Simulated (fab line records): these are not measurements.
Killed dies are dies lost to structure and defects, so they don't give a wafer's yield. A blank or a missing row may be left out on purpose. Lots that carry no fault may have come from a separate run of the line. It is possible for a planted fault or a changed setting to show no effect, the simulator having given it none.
Matching of chambers :: flow berkeleyCmos170 :: 4 sister chambers for UCB170_GATE_ETCH_15 on rieSi-01
The step etches poly-Si in HBr/Cl2, stops on SiO2, time 56.3 s, target depth 278.2 nm. 16 wafers are shown with their chamber, then 8 later ones without.

EACH WAFER AND ITS CHAMBER
wafer: L194.1
chamber: 3
drypumpMotorCurrentA (A): 5.7
throttleValvePct (%): 26.52
oesProductAu (a.u.): 0.819

wafer: L194.2
chamber: 1
drypumpMotorCurrentA (A): 5.7
throttleValvePct (%): 27.02
oesProductAu (a.u.): 0.819

wafer: L194.3
chamber: 2
drypumpMotorCurrentA (A): 6.3
throttleValvePct (%): 26.49
oesProductAu (a.u.): 0.842

wafer: L196.1
chamber: 0
drypumpMotorCurrentA (A): 5.7
throttleValvePct (%): 26.29
oesProductAu (a.u.): 0.833

wafer: L196.2
chamber: 3
drypumpMotorCurrentA (A): 5.7
throttleValvePct (%): 26.51
oesProductAu (a.u.): 0.823

wafer: L196.4
chamber: 0
drypumpMotorCurrentA (A): 5.8
throttleValvePct (%): 26.30
oesProductAu (a.u.): 0.835

wafer: L201.2
chamber: 3
drypumpMotorCurrentA (A): 5.7
throttleValvePct (%): 26.51
oesProductAu (a.u.): 0.809

wafer: L201.4
chamber: 1
drypumpMotorCurrentA (A): 5.7
throttleValvePct (%): 27.03
oesProductAu (a.u.): 0.851

wafer: L201.5
chamber: 2
drypumpMotorCurrentA (A): 6.3
throttleValvePct (%): 26.69
oesProductAu (a.u.): 0.818

wafer: L204.2
chamber: 1
drypumpMotorCurrentA (A): 5.7
throttleValvePct (%): 27.01
oesProductAu (a.u.): 0.831

wafer: L204.3
chamber: 3
drypumpMotorCurrentA (A): 5.7
throttleValvePct (%): 26.51
oesProductAu (a.u.): 0.817

wafer: L204.5
chamber: 2
drypumpMotorCurrentA (A): 6.4
throttleValvePct (%): 26.70
oesProductAu (a.u.): 0.812

wafer: L202.1
chamber: 0
drypumpMotorCurrentA (A): 5.8
throttleValvePct (%): 26.32
oesProductAu (a.u.): 0.833

wafer: L202.5
chamber: 0
drypumpMotorCurrentA (A): 5.8
throttleValvePct (%): 26.33
oesProductAu (a.u.): 0.828

wafer: L202.6
chamber: 1
drypumpMotorCurrentA (A): 5.7
throttleValvePct (%): 27.03
oesProductAu (a.u.): 0.834

wafer: L205.1
chamber: 2
drypumpMotorCurrentA (A): 6.3
throttleValvePct (%): 26.71
oesProductAu (a.u.): 0.822

SIGNATURES (means of the wafers above)
reading: drypumpMotorCurrentA
chamber 0: 5.775
chamber 1: 5.700
chamber 2: 6.325
chamber 3: 5.700
scatter within a chamber: 0.0354

reading: throttleValvePct
chamber 0: 26.3100
chamber 1: 27.0225
chamber 2: 26.6475
chamber 3: 26.5125
scatter within a chamber: 0.0537

reading: oesProductAu
chamber 0: 0.83225
chamber 1: 0.83375
chamber 2: 0.82350
chamber 3: 0.81700
scatter within a chamber: 0.00983
Rule: for a wafer and a chamber, the distance is found by dividing, reading by reading, the gap between the wafer's reading and the chamber's mean by the reading's scatter, squaring, summing and taking the root. The wafer belongs to the nearest chamber; if the next one is less than 2 further off, it can't be placed. The scatter is the square root of a quotient: the sum, over the shown wafers, of each reading's squared deviation from its chamber's mean, divided by wafers minus chambers.

WAFERS WHOSE CHAMBER IS MISSING
wafer: L205.2
drypumpMotorCurrentA (A): 5.7
throttleValvePct (%): 27.02
oesProductAu (a.u.): 0.839

wafer: L205.6
drypumpMotorCurrentA (A): 5.7
throttleValvePct (%): 27.03
oesProductAu (a.u.): 0.832

wafer: L214.1
drypumpMotorCurrentA (A): 6.4
throttleValvePct (%): 26.71
oesProductAu (a.u.): 0.828

wafer: L214.2
drypumpMotorCurrentA (A): 5.7
throttleValvePct (%): 26.52
oesProductAu (a.u.): 0.816

wafer: L214.3
drypumpMotorCurrentA (A): 5.8
throttleValvePct (%): 26.32
oesProductAu (a.u.): 0.828

wafer: L217.1
drypumpMotorCurrentA (A): 6.3
throttleValvePct (%): 26.69
oesProductAu (a.u.): 0.823

wafer: L217.2
drypumpMotorCurrentA (A): 5.8
throttleValvePct (%): 27.03
oesProductAu (a.u.): 0.835

wafer: L217.4
drypumpMotorCurrentA (A): 5.8
throttleValvePct (%): 26.32
oesProductAu (a.u.): 0.836

WHICH CHAMBER EACH WENT THROUGH
wafer: L205.2
from the rows above: 1
in truth: 1

wafer: L205.6
from the rows above: 1
in truth: 1

wafer: L214.1
from the rows above: 2
in truth: 2

wafer: L214.2
from the rows above: 3
in truth: 3

wafer: L214.3
from the rows above: 0
in truth: 0

wafer: L217.1
from the rows above: 2
in truth: 2

wafer: L217.2
from the rows above: 1
in truth: 1

wafer: L217.4
from the rows above: 0
in truth: 0
Placed correctly: 8 of 8. Left unplaced by these rows: 0. Placed wrongly: 0.
